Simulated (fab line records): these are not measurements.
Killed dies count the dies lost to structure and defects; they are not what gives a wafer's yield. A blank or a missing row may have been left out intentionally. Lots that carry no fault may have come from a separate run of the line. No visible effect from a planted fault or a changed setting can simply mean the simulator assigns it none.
8D (eight disciplines) problem report, filled in by code -- flow berkeley-cmos170 -- the parts of the form that need people (team, actions taken, sign-off) are left out

## 1. PROBLEM STATEMENT
Mean NWELL_TW at UCB170_NWELL_TW_MEAS_16: 402 over 6 wafers in 2 lots; fault-free wafers: 1248, standard deviation 8. That is -99 or more standard deviations from the usual mean.
First observed at day 5 03:28: wafer L336.2, on film-metro-02. The record has a number at this step for 42 wafers belonging to 14 lots. Rule for "out", or "out of limits": more than 4 standard deviations from the usual mean. The other wafers with a number count as sound.

## 2. WHAT THIS IS AND IS NOT
question,is,is not
which readings at this step,NWELL_TW,-
which lots,"L336, L340","L323, L324, L325, L326, L327, L328, L332, L333, L334, L343, L344, L345"
which wafers of those lots,all that have a number,-
read on which gauges,"film-metro-01, film-metro-02",film-metro-03
when,from day 5 03:28,"up to then (27 sound wafers); but 9 sound wafers of L343, L344, L345 came after"

## 3. THE SUSPECTS, EACH WITH WHAT RULES IT OUT
Counting: a tool at a process step up to the reading stays a suspect if it ran every lot that is out and no sound lot after the first of them.
- the gauge at UCB170_NWELL_TW_MEAS_16 has been ruled out. The wafers that are out were read on 2 gauges (film-metro-01, film-metro-02).
- litho-track-02 at UCB170_NWELL_DEVELOP_11 (develop time 45 s): kept. It processed each lot that is out, first L336 at day 5 02:00, and no sound lot thereafter; up to then, the last sound lot it processed was L334 at day 4 15:00.
After counting, what remains is litho-track-02 at UCB170_NWELL_DEVELOP_11.

## 4. THE CAUSE (what the simulator had put in)
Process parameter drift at UCB170_NWELL_DEVELOP_11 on litho-track-02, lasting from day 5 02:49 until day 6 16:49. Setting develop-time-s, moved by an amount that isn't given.
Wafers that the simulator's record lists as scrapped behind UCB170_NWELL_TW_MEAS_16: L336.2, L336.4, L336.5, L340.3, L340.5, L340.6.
Only this tool survived the counting.

## 5. THE EFFECT CHAIN, in route order
Each row: a reading where the mean over the struck wafers with a number is more than 3 standard deviations away from the usual. Only readings for which the record gives a usual standard deviation are gone through. hours: the time from each lot's start at the first step in this table that gives one to its start at this step, as a median over the lots. sigmas: the change in usual standard deviations.
hours,step,reading,usual,on struck wafers,change,sigmas
0,UCB170_NWELL_TW_MEAS_16,NWELL_TW,1248,402,-846,-99 or more

## 6. WHAT WOULD HAVE CAUGHT IT SOONER
In this record the first reading out of limits at a measuring or inspecting step was taken at day 5 03:28, 1 hour after the fault began at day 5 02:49.
L340, from the lots that are out (2), started UCB170_NWELL_DEVELOP_11 on litho-track-02 later than day 5 03:28. Had the tool been put on hold then, it would have been spared.
